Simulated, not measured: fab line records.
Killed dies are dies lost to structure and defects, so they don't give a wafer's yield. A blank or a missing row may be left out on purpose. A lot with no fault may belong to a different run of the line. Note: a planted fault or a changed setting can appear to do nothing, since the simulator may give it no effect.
fab line records	flow rit_cmos
record: lots: 15	wafers: 45	last_day: 8
route steps=202 shown ACTIVE@14 M1@202
lots with no fault: from the same line, run without faults
start_h: start of the lot's first displayed wafer, in hours after the record's first day	wait_h: time in hours since the lot's previous step	" the same as in the row above	L1.1+2: several wafers, shown together as one row	- no value, or no start was given	* or withheld: withheld	< > ~ a bound
route shown NAME@n: a module of which the file shows steps, and the number in the route of the first	usual: mean/standard deviation of fault-free wafers	same: alike in all rows	chamber/n: place in a boat	sites: each site's reading	_std_site: how widely they spread, as a standard deviation	_edge_site: mean of outer sites minus mean of inner sites	radius_mm: for every site, how far away it sits from the centre of the wafer	mask NAME#n: copy n	behind: tool/chamber where the wafer was last shaped	hold: the reason the lot was held/the length of the hold in hours/how it ended	device: the transistor (n, p or np) that didn't switch	end of line: the same wafers' tests at the end of the route	a step with no rows: only its recipe	killed: dies that structure and defects cost at the first sort, which is not the same as the wafer's yield	map: per-die view of a wafer (x killed, . not killed, _ where there is no die)
set.NAME: the setting as run; set.NAME@STEP: as run at that earlier step	model.NAME: the simulator's own value behind a step, which no gauge read
one table for each step of the route and one row for each wafer, over a sample of lots
services: when a tool's chamber went out of use (start_h, in hours from the record's first day, below 0 if earlier), for how many hours, and the reason
== steps ==
step: RIT_ACTIVE_ETCH_13
recipe: stop_on: SiO2	chemistry: SF6	target: Si3N4	time_s: 210	over_etch_frac: 0.4	SF6_flow_sccm: 200	pressure_mtorr: 260	rf_w: 125	target_depth_a: 2100
usual: SF6_flow_sccm: 200.0/0.59	chamber_pressure_mTorr: 260.04/0.27	drypump_motor_current_A: 5.7/0.52	oes_product_au: 0.818/0.012	over_etch_frac: 0.4/0	throttle_valve_pct: 7.48/0.065
lot.wafer	tool	chamber	start_h	wait_h	SF6_flow_sccm	chamber_pressure_mTorr	drypump_motor_current_A	oes_product_au	over_etch_frac	rf_hours_counter_h	throttle_valve_pct
L889.2	rie_diel-01	2	15.80	0.1	199.3	260.16	6.4	0.836	0.4	143	7.42
L889.4	"	1	"	"	199.7	260.01	6.5	0.823	0.4	14	7.41
L889.6	"	2	"	"	200.7	260.01	6.5	0.841	0.4	-	7.44
L890.1	rie_diel-04	3	19.80	0.1	199.3	260.01	5.1	0.821	0.4	34	7.54
L890.3	"	0	"	"	199.3	260.50	5.7	0.819	0.4	56	7.41
L890.4	"	1	"	"	199.5	260.13	5.1	0.827	0.4	132	7.48
L892.2	rie_diel-04	0	29.87	0.1	200.8	259.82	5.7	0.825	0.4	56	7.41
L892.3	"	3	"	"	199.5	260.28	5.1	0.815	0.4	35	7.53
L892.4	"	1	"	"	200.0	260.12	5.0	0.825	0.4	132	7.48
L893.1	rie_diel-04	2	35.96	0.1	200.0	260.14	5.4	0.836	0.4	7	7.53
L893.2	"	3	"	"	199.6	260.02	5.1	0.818	0.4	35	7.52
L893.5	"	3	"	"	200.4	260.25	5.1	0.823	0.4	-	7.52
L894.2	rie_diel-02	1	42.27	0.1	200.2	260.24	5.8	0.817	0.4	49	7.50
L894.3	"	3	"	"	200.6	260.32	6.2	0.812	0.4	5	7.59
L894.5	"	0	"	"	199.4	260.27	5.0	0.816	0.4	-	7.41
L898.4	rie_diel-01	1	60.27	0.1	199.3	259.94	6.5	0.823	0.4	15	7.40
L898.5	"	0	"	"	200.3	259.80	5.8	0.823	0.4	-	7.54
L898.6	"	3	"	"	199.9	260.50	6.4	0.818	0.4	-	7.40
L899.3	rie_diel-02	1	64.91	0.1	-	-	-	-	-	-	-
L899.5	"	2	"	"	-	-	-	-	-	-	-
L899.6	"	1	"	"	-	-	-	-	-	-	-
L900.3	rie_diel-04	3	69.71	0.1	-	-	-	-	-	-	-
L900.4	"	1	"	"	-	-	-	-	-	-	-
L900.6	"	2	"	"	-	-	-	-	-	-	-
L901.1	rie_diel-01	3	76.26	0.1	-	-	-	-	-	-	-
L901.4	"	0	"	"	-	-	-	-	-	-	-
L901.6	"	0	"	"	-	-	-	-	-	-	-
L907.1	rie_diel-02	2	105.49	0.1	199.8	260.14	5.9	0.804	0.4	7	7.54
L907.3	"	1	"	"	200.5	259.82	5.9	0.810	0.4	51	7.52
L907.5	"	0	"	"	198.9	259.76	5.0	0.806	0.4	-	7.40
L908.1	rie_diel-02	0	109.86	0.1	201.5	260.30	5.0	0.809	0.4	65	7.40
L908.2	"	1	"	"	199.2	259.84	5.9	0.813	0.4	51	7.52
L908.3	"	3	"	"	200.3	260.32	6.2	0.821	0.4	6	7.58
L909.2	rie_diel-02	1	117.10	0.1	199.4	259.92	5.8	0.816	0.4	51	7.51
L909.3	"	2	"	"	199.9	260.42	5.9	0.809	0.4	8	7.54
L909.5	"	1	"	"	200.3	259.84	5.9	0.825	0.4	-	7.53
L910.2	rie_diel-01	2	120.86	0.1	200.9	259.68	6.4	0.838	0.4	144	7.43
L910.4	"	3	"	"	199.9	260.17	6.3	0.811	0.4	7	7.37
L910.5	"	3	"	"	199.6	259.91	6.3	0.810	0.4	-	7.37
L911.4	rie_diel-04	2	124.77	0.1	201.1	260.00	5.4	0.828	0.4	9	7.52
L911.5	"	1	"	"	199.9	260.14	5.0	0.822	0.4	-	7.48
L911.6	"	2	"	"	200.8	260.57	5.4	0.829	0.4	-	7.51
L912.2	rie_diel-04	1	131.85	0.1	199.6	260.49	5.0	0.825	0.4	135	7.48
L912.3	"	3	"	"	201.0	260.23	5.1	0.819	0.4	36	7.52
L912.4	"	2	"	"	199.6	260.19	5.4	0.835	0.4	9	7.50
step: RIT_ACTIVE_CD_MEAS_90
recipe: target_cd_nm: 1400
usual: cd_nm: 1400.1/2.6
lot.wafer	tool	chamber	start_h	wait_h	cd_nm
L889.2	cd_sem-02	-	16.13	0.1	1395.8
L889.4	"	-	"	"	1398.9
L889.6	"	-	"	"	1397.8
L890.1	cd_sem-01	-	20.10	0.1	1402.4
L890.3	"	-	"	"	1404.6
L890.4	"	-	"	"	1404.4
L892.2	cd_sem-02	-	30.20	0.1	1398.9
L892.3	"	-	"	"	1400.0
L892.4	"	-	"	"	1403.9
L893.1	cd_sem-02	-	36.27	0.1	1399.0
L893.2	"	-	"	"	1399.8
L893.5	"	-	"	"	1399.6
L894.2	cd_sem-01	-	42.60	0.1	1402.5
L894.3	"	-	"	"	1402.2
L894.5	"	-	"	"	1403.7
L898.4	cd_sem-01	-	60.64	0.1	1399.9
L898.5	"	-	"	"	1398.7
L898.6	"	-	"	"	1400.9
L899.3	cd_sem-02	-	65.26	0.1	-
L899.5	"	-	"	"	-
L899.6	"	-	"	"	-
L900.3	cd_sem-02	-	70.06	0.1	-
L900.4	"	-	"	"	-
L900.6	"	-	"	"	-
L901.1	cd_sem-02	-	76.56	0.1	-
L901.4	"	-	"	"	-
L901.6	"	-	"	"	-
L907.1	cd_sem-01	-	105.80	0.1	1401.1
L907.3	"	-	"	"	1401.1
L907.5	"	-	"	"	1397.8
L908.1	cd_sem-02	-	110.17	0.1	1402.3
L908.2	"	-	"	"	1403.2
L908.3	"	-	"	"	1403.6
L909.2	cd_sem-02	-	117.43	0.1	1401.4
L909.3	"	-	"	"	1402.0
L909.5	"	-	"	"	1400.8
L910.2	cd_sem-02	-	121.19	0.1	1399.6
L910.4	"	-	"	"	1397.7
L910.5	"	-	"	"	1399.8
L911.4	cd_sem-01	-	125.14	0.1	1398.4
L911.5	"	-	"	"	1397.0
L911.6	"	-	"	"	1396.7
L912.2	cd_sem-02	-	132.18	0.1	1399.5
L912.3	"	-	"	"	1400.3
L912.4	"	-	"	"	1398.6
step: RIT_M1_PROBE_99
usual: killed_at_contacts: 0.1/0.23	killed_at_front_end: 6.2/2.8	killed_dies: 6.3/2.7	killed_on_rim: 1.7/1.3	killed_open: 3.1/2	killed_short: 3.2/1.8
same: gross_dies: 264	killed_at_M0_to_M3: 0	killed_at_M4_up: 0	killed_at_back_side: 0	killed_at_other: 0
lot.wafer	tool	chamber	start_h	wait_h	hold	killed_at_contacts	killed_at_front_end	killed_dies	killed_on_rim	killed_open	killed_short
L889.2	prober-02	-	67.46	0.1	-	0	7	7	5	4	3
L889.4	prober-02	-	67.56	0.2	-	0	8	8	3	4	4
L889.6	prober-02	-	67.66	0.2	-	0	8	8	1	6	2
L890.1	prober-01	-	71.94	0.1	-	0	2	2	0	1	1
L890.3	prober-01	-	72.04	0.2	-	0	6	6	4	3	3
L890.4	prober-01	-	72.09	0.2	-	0	5	5	2	2	3
L892.2	prober-01	-	81.26	0.1	-	0	5	5	1	2	3
L892.3	prober-01	-	81.31	0.2	-	0	6	6	1	1	5
L892.4	prober-01	-	81.36	0.2	-	0	8	8	0	4	4
L893.1	prober-02	-	88.66	0.1	-	0	8	8	2	1	7
L893.2	prober-02	-	88.71	0.1	-	0	5	5	0	2	3
L893.5	prober-02	-	88.86	0.2	-	0	7	7	4	4	3
L894.2	prober-01	-	93.55	0.1	-	0	11	11	6	4	7
L894.3	prober-01	-	93.60	0.2	-	0	7	7	5	3	4
L894.5	prober-01	-	93.70	0.2	-	0	2	2	1	1	1
L898.4	prober-01	-	110.54	0.2	-	0	7	7	2	5	2
L898.5	prober-01	-	110.59	0.2	-	0	10	10	3	9	1
L898.6	prober-01	-	110.64	0.2	-	0	7	7	1	2	5
L899.3	prober-01	-	112.20	0.2	await_dispo/7.6h/scrap	0	264	264	70	2	3
L899.5	prober-01	-	112.30	0.2	await_dispo/7.6h/scrap	0	264	264	70	0	2
L899.6	prober-01	-	112.35	0.2	await_dispo/7.6h/scrap	1	263	264	70	4	1
L900.3	prober-02	-	117.95	0.2	await_dispo/4.3h/scrap	0	264	264	70	2	5
L900.4	prober-02	-	118.00	0.2	await_dispo/4.3h/scrap	0	264	264	70	3	1
L900.6	prober-02	-	118.10	0.2	await_dispo/4.3h/scrap	0	264	264	70	4	3
L901.1	prober-01	-	124.20	0.1	await_dispo/5.4h/scrap	0	264	264	70	5	2
L901.4	prober-01	-	124.35	0.2	await_dispo/5.4h/scrap	0	264	264	70	0	3
L901.6	prober-01	-	124.45	0.2	await_dispo/5.4h/scrap	0	264	264	70	4	4
L908.1	prober-01	-	156.49	0.1	-	0	10	10	5	5	5
L908.2	prober-01	-	156.54	0.1	-	0	7	7	1	5	2
L908.3	prober-01	-	156.59	0.2	-	0	9	9	2	4	5
L907.1	prober-02	-	159.19	0.1	-	0	4	4	0	2	2
L907.3	prober-02	-	159.29	0.2	-	0	2	2	1	2	0
L907.5	prober-02	-	159.39	0.2	-	0	7	7	2	4	3
L909.2	prober-01	-	179.95	0.1	-	0	3	3	1	2	1
L909.3	prober-01	-	180.00	0.2	-	1	3	4	0	2	2
L909.5	prober-01	-	180.10	0.2	-	0	7	7	2	4	3
L910.2	prober-01	-	181.45	0.1	-	0	7	7	1	2	5
L910.4	prober-01	-	181.55	0.2	-	0	8	8	1	1	7
L910.5	prober-01	-	181.60	0.2	-	0	8	8	1	5	3
L911.4	prober-02	-	181.55	0.2	-	0	5	5	3	3	2
L911.5	prober-02	-	181.60	0.2	-	0	10	10	2	6	4
L911.6	prober-02	-	181.65	0.2	-	0	2	2	1	1	1
L912.2	prober-02	-	188.00	0.1	-	0	7	7	2	3	4
L912.3	prober-02	-	188.05	0.2	-	0	2	2	0	1	1
L912.4	prober-02	-	188.10	0.2	-	0	5	5	1	3	2
killed by level:class
L889.2 GATE:geometric_particle:open=2 SILICIDE:geometric_particle:short=2 FOX1:geometric_particle:open=1 FOX2:geometric_particle:open=1 REOX:geometric_particle:short=1
L889.4 FOX1:geometric_particle:open=2 REOX:geometric_particle:short=2 GATE:geometric_particle:short=1 GATE:geometric_particle:open=1 REOX:geometric_particle:open=1 SPACER:geometric_particle:short=1
L889.6 FOX1:geometric_particle:open=2 REOX:geometric_particle:open=2 GATE:geometric_particle:open=1 GATE:geometric_particle:short=1 REOX:geometric_particle:short=1 SPACER:geometric_particle:open=1
L890.1 FOX2:geometric_particle:open=1 SILICIDE:geometric_particle:short=1
L890.3 REOX:geometric_particle:open=2 REOX:geometric_particle:short=1 SPACER:geometric_particle:open=1 SPACER:geometric_particle:short=1 SILICIDE:geometric_particle:short=1
L890.4 GATE:geometric_particle:short=2 REOX:geometric_particle:open=1 SPACER:geometric_particle:short=1 SPACER:geometric_particle:open=1
L892.2 GATE:geometric_particle:short=2 GATE:geometric_particle:open=1 REOX:geometric_particle:short=1 SPACER:geometric_particle:open=1
L892.3 FOX2:geometric_particle:short=2 GATE:geometric_particle:short=1 REOX:geometric_particle:open=1 REOX:geometric_particle:short=1 SILICIDE:geometric_particle:short=1
L892.4 GATE:geometric_particle:open=3 REOX:geometric_particle:short=2 GATE:geometric_particle:short=1 SILICIDE:geometric_particle:open=1 SILICIDE:geometric_particle:short=1
L893.1 FOX1:geometric_particle:short=3 GATE:geometric_particle:short=3 ACTIVE:geometric_particle:short=1 GATE:geometric_particle:open=1
L893.2 GATE:geometric_particle:short=2 FOX1:geometric_particle:short=1 GATE:geometric_particle:open=1 SPACER:geometric_particle:open=1
L893.5 FOX1:geometric_particle:short=2 GATE:geometric_particle:open=2 FOX1:geometric_particle:open=1 GATE:geometric_particle:short=1 SPACER:geometric_particle:open=1
L894.2 GATE:geometric_particle:open=3 GATE:geometric_particle:short=2 SPACER:geometric_particle:short=2 SILICIDE:geometric_particle:short=2 FOX1:geometric_particle:open=1 FOX1:geometric_particle:short=1
L894.3 SILICIDE:geometric_particle:open=2 FOX1:geometric_particle:short=1 FOX2:geometric_particle:short=1 SILICIDE:geometric_particle:short=1 GATE:geometric_particle:open=1 SPACER:geometric_particle:short=1
L894.5 REOX:geometric_particle:open=1 SPACER:geometric_particle:short=1
L898.4 GATE:geometric_particle:open=2 FOX1:geometric_particle:open=1 FOX2:geometric_particle:open=1 FOX2:geometric_particle:short=1 GATE:geometric_particle:short=1 SPACER:geometric_particle:open=1
L898.5 FOX2:geometric_particle:open=2 GATE:geometric_particle:open=2 SPACER:geometric_particle:open=2 FOX1:geometric_particle:open=1 REOX:geometric_particle:open=1 GATE:geometric_particle:short=1 SILICIDE:geometric_particle:open=1
L898.6 GATE:geometric_particle:short=3 FOX1:geometric_particle:open=1 REOX:geometric_particle:short=1 SPACER:geometric_particle:open=1 SILICIDE:geometric_particle:short=1
L899.3 ACTIVE:area_etch=259 FOX1:geometric_particle:short=3 FOX1:geometric_particle:open=2
L899.5 ACTIVE:area_etch=262 GATE:geometric_particle:short=2
L899.6 ACTIVE:area_etch=259 FOX1:geometric_particle:open=1 GATE:geometric_particle:open=1 SILICIDE:geometric_particle:open=1 SILICIDE:geometric_particle:short=1 CONTACT:geometric_particle:open=1
L900.3 ACTIVE:area_etch=257 FOX1:geometric_particle:short=1 GATE:geometric_particle:open=1 GATE:geometric_particle:short=1 REOX:geometric_particle:short=1 REOX:geometric_particle:open=1 SPACER:geometric_particle:short=1 SILICIDE:geometric_particle:short=1
L900.4 ACTIVE:area_etch=260 FOX2:geometric_particle:open=1 GATE:geometric_particle:short=1 GATE:geometric_particle:open=1 SPACER:geometric_particle:open=1
L900.6 ACTIVE:area_etch=257 FOX2:geometric_particle:open=2 SILICIDE:geometric_particle:short=2 FOX2:geometric_particle:short=1 GATE:geometric_particle:open=1 SILICIDE:geometric_particle:open=1
L901.1 ACTIVE:area_etch=257 GATE:geometric_particle:open=3 FOX2:geometric_particle:open=1 GATE:geometric_particle:short=1 REOX:geometric_particle:open=1 SPACER:geometric_particle:short=1
L901.4 ACTIVE:area_etch=261 GATE:geometric_particle:short=2 REOX:geometric_particle:short=1
L901.6 ACTIVE:area_etch=256 GATE:geometric_particle:short=3 FOX2:geometric_particle:open=1 GATE:geometric_particle:open=1 REOX:geometric_particle:open=1 SPACER:geometric_particle:short=1 SILICIDE:geometric_particle:open=1
L908.1 GATE:geometric_particle:short=4 GATE:geometric_particle:open=3 FOX1:geometric_particle:short=1 FOX1:geometric_particle:open=1 SPACER:geometric_particle:open=1
L908.2 SPACER:geometric_particle:open=2 SILICIDE:geometric_particle:open=2 FOX1:geometric_particle:short=1 FOX1:geometric_particle:open=1 GATE:geometric_particle:short=1
L908.3 GATE:geometric_particle:short=4 GATE:geometric_particle:open=3 FOX1:geometric_particle:short=1 SPACER:geometric_particle:open=1
L907.1 GATE:geometric_particle:open=2 FOX1:geometric_particle:short=1 REOX:geometric_particle:short=1
L907.3 REOX:geometric_particle:open=2
L907.5 GATE:geometric_particle:open=2 FOX1:geometric_particle:short=1 FOX2:geometric_particle:short=1 FOX2:geometric_particle:open=1 GATE:geometric_particle:short=1 SILICIDE:geometric_particle:open=1
L909.2 FOX1:geometric_particle:short=1 REOX:geometric_particle:open=1 SPACER:geometric_particle:open=1
L909.3 GATE:geometric_particle:short=2 SPACER:geometric_particle:open=1 CONTACT:geometric_particle:open=1
L909.5 FOX1:geometric_particle:short=2 SPACER:geometric_particle:open=2 FOX2:geometric_particle:open=1 GATE:geometric_particle:open=1 GATE:geometric_particle:short=1
L910.2 FOX2:geometric_particle:open=2 FOX1:geometric_particle:short=1 FOX2:geometric_particle:short=1 GATE:geometric_particle:short=1 REOX:geometric_particle:short=1 SPACER:geometric_particle:short=1
L910.4 GATE:geometric_particle:short=3 SILICIDE:geometric_particle:short=2 FOX2:geometric_particle:short=1 SPACER:geometric_particle:short=1 SPACER:geometric_particle:open=1
L911.4 REOX:geometric_particle:open=2 FOX1:geometric_particle:open=1 SPACER:geometric_particle:short=1 SILICIDE:geometric_particle:short=1
L910.5 GATE:geometric_particle:open=3 FOX2:geometric_particle:open=2 REOX:geometric_particle:short=2 GATE:geometric_particle:short=1
L911.5 REOX:geometric_particle:open=5 SPACER:geometric_particle:short=3 REOX:geometric_particle:short=1 SPACER:geometric_particle:open=1
L911.6 REOX:geometric_particle:short=1 SILICIDE:geometric_particle:open=1
L912.2 GATE:geometric_particle:short=2 REOX:geometric_particle:open=2 ACTIVE:geometric_particle:short=1 SPACER:geometric_particle:open=1 SILICIDE:geometric_particle:short=1
L912.3 FOX2:geometric_particle:short=1 GATE:geometric_particle:open=1
L912.4 GATE:geometric_particle:short=2 FOX1:geometric_particle:open=1 FOX2:geometric_particle:open=1 SILICIDE:geometric_particle:open=1
== services ==
tool	chamber	start_h	hours	kind
rie_diel-01	1	4.13	4.0	repair
rie_diel-02	3	27.36	1.7	repair
rie_diel-02	-	48.60	0.4	repair
rie_diel-04	2	79.69	2.3	repair
rie_diel-04	-	85.92	0.3	repair
rie_diel-04	0	91.03	4.7	repair
rie_diel-02	3	97.35	7.3	repair
rie_diel-04	2	109.71	2.6	repair
rie_diel-02	3	116.69	4.2	repair
rie_diel-02	2	129.56	2.0	repair
== key ==
first_sign: step: RIT_ACTIVE_ETCH_13	reading: tool_record	direction: missing
effect: step: RIT_ACTIVE_CD_MEAS_90	reading: cd_nm	direction: missing
effect: step: RIT_M1_PROBE_99	reading: killed_dies	direction: up	sigmas: 94	usual: 6.3	struck: 264
more_kills_born_at: RIT_ACTIVE_ETCH_13@rie_diel-02: 780	RIT_ACTIVE_ETCH_13@rie_diel-04: 774	RIT_ACTIVE_ETCH_13@rie_diel-01: 774
met_at RIT_ACTIVE_ETCH_13
struck_lots L899,L900,L901
later_rows_left_out L899.3,L899.5,L899.6,L900.3,L900.4,L900.6,L901.1,L901.4,L901.6
tester_left_out L899,L900,L901
onset_between 60.27 64.91
fault: kind: skipped_step_whole	tool: rie_diel-01,rie_diel-02,rie_diel-04	chamber: -	onset_h: 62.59	steps: RIT_ACTIVE_ETCH_13	scope: struck_lots_only
tester_left_out: of these lots the tester's yield and bins aren't shown, on N5 and GAA mostly nor the transistor test; their killed dies are dies lost to structure and defects alone, not to doping, threshold or leakage, so they don't give the yield
later_rows_left_out: the simulator's readings of these wafers behind a module that went badly wrong aren't trusted and aren't shown, but for the sort
